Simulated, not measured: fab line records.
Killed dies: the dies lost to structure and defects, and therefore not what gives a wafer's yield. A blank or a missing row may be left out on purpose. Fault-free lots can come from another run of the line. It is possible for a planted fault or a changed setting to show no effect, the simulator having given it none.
Which tool was responsible? / flow berkeleyCmos170 / 10 lots with 30 wafers sampled at 5 steps, on a route of 331 steps

== WHAT EACH GAUGE READ, for each wafer ==
UCB170_START_BOW_MEAS_00.
lot=L195; measured=day 1 10:01; on=filmMetro-02; INCOMING_BOW (um)=-5 -1 1
lot=L196; measured=day 1 15:00; on=filmMetro-04; INCOMING_BOW (um)=10 -2 9
lot=L200; measured=day 2 11:00; on=filmMetro-04; INCOMING_BOW (um)=-1 -15 3
lot=L203; measured=day 3 02:00; on=filmMetro-04; INCOMING_BOW (um)=-9 -6 -12
lot=L209; measured=day 4 08:02; on=filmMetro-02; INCOMING_BOW (um)=-6 19 5
lot=L211; measured=day 4 18:00; on=filmMetro-02; INCOMING_BOW (um)=-7 5 13
lot=L213; measured=day 5 04:00; on=filmMetro-03; INCOMING_BOW (um)=-5 5 5
lot=L215; measured=day 5 14:00; on=filmMetro-02; INCOMING_BOW (um)=-2 -5 -3
lot=L217; measured=day 6 00:02; on=filmMetro-04; INCOMING_BOW (um)=1 2 -6
lot=L218; measured=day 6 05:00; on=filmMetro-03; INCOMING_BOW (um)=-1 4 3

UCB170_NWELL_TW_MEAS_16.
lot=L195; measured=day 2 09:13; on=filmMetro-01; NWELL_TW=1260 1270 1262
lot=L196; measured=day 2 20:00; on=filmMetro-01; NWELL_TW=1268 1270 1263
lot=L200; measured=day 3 18:02; on=filmMetro-01; NWELL_TW=1254 1256 1255
lot=L203; measured=day 4 04:04; on=filmMetro-01; NWELL_TW=1259 1263 1268
lot=L209; measured=day 5 20:51; on=filmMetro-04; NWELL_TW=1246 1244 1246
lot=L211; measured=day 6 03:26; on=filmMetro-04; NWELL_TW=1249 1245 1249
lot=L213; measured=day 6 08:50; on=filmMetro-04; NWELL_TW=1247 1253 1250
lot=L215; measured=day 6 17:42; on=filmMetro-01; NWELL_TW=1259 1258 1257
lot=L217; measured=day 7 01:52; on=filmMetro-04; NWELL_TW=1252 1260 1261
lot=L218; measured=day 7 08:46; on=filmMetro-02; NWELL_TW=1258 1257 1255

UCB170_PFIELD_TW_MEAS_09.
lot=L195; measured=day 4 22:32; on=filmMetro-04; PFIELD_TW=601 600 603
lot=L196; measured=day 5 06:49; on=filmMetro-01; PFIELD_TW=608 608 607
lot=L200; measured=day 6 07:12; on=filmMetro-02; PFIELD_TW=541 542 542
lot=L203; measured=day 6 12:49; on=filmMetro-02; PFIELD_TW=546 543 545
lot=L209; measured=day 8 09:44; on=filmMetro-04; PFIELD_TW=602 602 601
lot=L211; measured=day 8 21:23; on=filmMetro-01; PFIELD_TW=611 614 616
lot=L213; measured=day 8 22:21; on=filmMetro-02; PFIELD_TW=607 603 606
lot=L215; measured=day 9 05:25; on=filmMetro-02; PFIELD_TW=610 612 612
lot=L217; measured=day 9 23:25; on=filmMetro-04; PFIELD_TW=606 602 599
lot=L218; measured=day 9 23:41; on=filmMetro-01; PFIELD_TW=609 612 606

UCB170_GATE_THK_MEAS_05.
lot=L195; measured=day 7 08:46; on=filmMetro-03; GATE_POLY_THK (nm)=213.5 212.9 213.9
lot=L196; measured=day 7 08:46; on=filmMetro-04; GATE_POLY_THK (nm)=215.2 214.4 215.8
lot=L200; measured=day 8 15:59; on=filmMetro-03; GATE_POLY_THK (nm)=217.6 215.1 217.5
lot=L203; measured=day 8 21:58; on=filmMetro-04; GATE_POLY_THK (nm)=212.5 212.8 210.1
lot=L209; measured=day 10 22:31; on=filmMetro-03; GATE_POLY_THK (nm)=216.4 217.0 217.1
lot=L211; measured=day 11 03:28; on=filmMetro-03; GATE_POLY_THK (nm)=213.5 214.1 216.0
lot=L213; measured=day 11 03:32; on=filmMetro-03; GATE_POLY_THK (nm)=214.1 211.0 212.5
lot=L215; measured=day 11 09:35; on=filmMetro-03; GATE_POLY_THK (nm)=209.2 208.4 208.4
lot=L217; measured=day 12 12:33; on=filmMetro-01; GATE_POLY_THK (nm)=212.2 211.4 211.8
lot=L218; measured=day 12 12:33; on=filmMetro-03; GATE_POLY_THK (nm)=209.9 209.6 210.2

== WHICH TOOL RAN EACH LOT (tool, then ch and the chambers of the sampled wafers, then the start) ==
lot=L195; UCB170_PFIELD_IMPLANT_07=implanter-01 ch 0, day 4 22:18
lot=L196; UCB170_PFIELD_IMPLANT_07=implanter-03 ch 0, day 5 06:34
lot=L200; UCB170_PFIELD_IMPLANT_07=implanter-04 ch 0, day 6 06:57
lot=L203; UCB170_PFIELD_IMPLANT_07=implanter-04 ch 0, day 6 12:34
lot=L209; UCB170_PFIELD_IMPLANT_07=implanter-01 ch 0, day 8 09:31
lot=L211; UCB170_PFIELD_IMPLANT_07=implanter-03 ch 0, day 8 21:08
lot=L213; UCB170_PFIELD_IMPLANT_07=implanter-01 ch 0, day 8 22:06
lot=L215; UCB170_PFIELD_IMPLANT_07=implanter-01 ch 0, day 9 05:10
lot=L217; UCB170_PFIELD_IMPLANT_07=implanter-03 ch 0, day 9 23:12
lot=L218; UCB170_PFIELD_IMPLANT_07=implanter-01 ch 0, day 9 23:26
- UCB170_PFIELD_IMPLANT_07

== WHAT THE TOOLS THEMSELVES READ (means of the sampled wafers that have a number; where no wafer has one, the mark that the record gives instead) ==
UCB170_PFIELD_IMPLANT_07.
lot=L195; tool=implanter-01; beamOnS (s)=10.02; doseIonsCm2=1.9969e+13; endStationPressureTorr (Torr)=5.11e-06; faradayCurrentUA=63.4
lot=L196; tool=implanter-03; beamOnS (s)=10.04; doseIonsCm2=2.0005e+13; endStationPressureTorr (Torr)=5.28e-06; faradayCurrentUA=63.3
lot=L200; tool=implanter-04; beamOnS (s)=9.98; doseIonsCm2=1.3901e+13; endStationPressureTorr (Torr)=5.07e-06; faradayCurrentUA=44.0
lot=L203; tool=implanter-04; beamOnS (s)=10.09; doseIonsCm2=1.3911e+13; endStationPressureTorr (Torr)=4.94e-06; faradayCurrentUA=43.7
lot=L209; tool=implanter-01; beamOnS (s)=10.09; doseIonsCm2=2.0013e+13; endStationPressureTorr (Torr)=5.11e-06; faradayCurrentUA=63.0
lot=L211; tool=implanter-03; beamOnS (s)=10.02; doseIonsCm2=2.0022e+13; endStationPressureTorr (Torr)=5.12e-06; faradayCurrentUA=63.1
lot=L213; tool=implanter-01; beamOnS (s)=10.14; doseIonsCm2=2.0023e+13; endStationPressureTorr (Torr)=5.11e-06; faradayCurrentUA=62.5
lot=L215; tool=implanter-01; beamOnS (s)=9.99; doseIonsCm2=2.0030e+13; endStationPressureTorr (Torr)=4.85e-06; faradayCurrentUA=63.6
lot=L217; tool=implanter-03; beamOnS (s)=10.14; doseIonsCm2=1.9991e+13; endStationPressureTorr (Torr)=5.00e-06; faradayCurrentUA=62.5
lot=L218; tool=implanter-01; beamOnS (s)=10.05; doseIonsCm2=2.0006e+13; endStationPressureTorr (Torr)=4.95e-06; faradayCurrentUA=63.0

== THE ANSWER, worked out from the rows above alone ==
Rule: the lots themselves supply what counts as usual. Put in order of their means at a reading, lots are off if they are a third of the lots or fewer, leave a main group of 4 or more, and stand apart from it by a gap of 3 or more times the standard deviation of the main group's means; of several such gaps the widest counts. A main group whose means are all the same, to the digits that the tables above print for the reading, isn't used. A lot without any number at a reading at which 4 lots or more have one is off too. Where the step has rows for the other lots, those lots are counted as sound. After the gauges, taken in route order, come the tools' own readings; for these a lot's mean is taken, as printed above. At the first step where some lot is off, the reading lying furthest off is the one used; lots without a number count as furthest.
Off: L200, L203, at UCB170_PFIELD_TW_MEAS_09 (PFIELD_TW). Main group: mean 607, sd 4.3.
If a tool, at a process step before that reading, ran all the lots that are off and no sound lot after the first of them, it fits. The gauges at UCB170_PFIELD_TW_MEAS_09 aren't tried: what is off there is off at UCB170_PFIELD_IMPLANT_07 too, on other tools, and a gauge's error can't cause that. One candidate fits, namely implanter-04 at UCB170_PFIELD_IMPLANT_07. It ran no sound lot before its first lot that is off in this sample, so the start can't be narrowed down.
The tool's own readings at UCB170_PFIELD_IMPLANT_07 bear it out: on the lots that are off they differ by more than 5 times the standard deviation of the sound lots' means. doseIonsCm2 reads 1.3906e+13 there against 2.0007e+13 on the sound lots; faradayCurrentUA reads 43.9 there against 63.0 on the sound lots.

== WHAT THE SIMULATOR HAD PUT IN ==
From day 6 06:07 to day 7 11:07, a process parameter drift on implanter-04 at UCB170_PFIELD_IMPLANT_07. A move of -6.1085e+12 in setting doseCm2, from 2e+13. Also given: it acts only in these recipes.
Shown lots that were struck: L200, L203. The rule above reached the same finding.
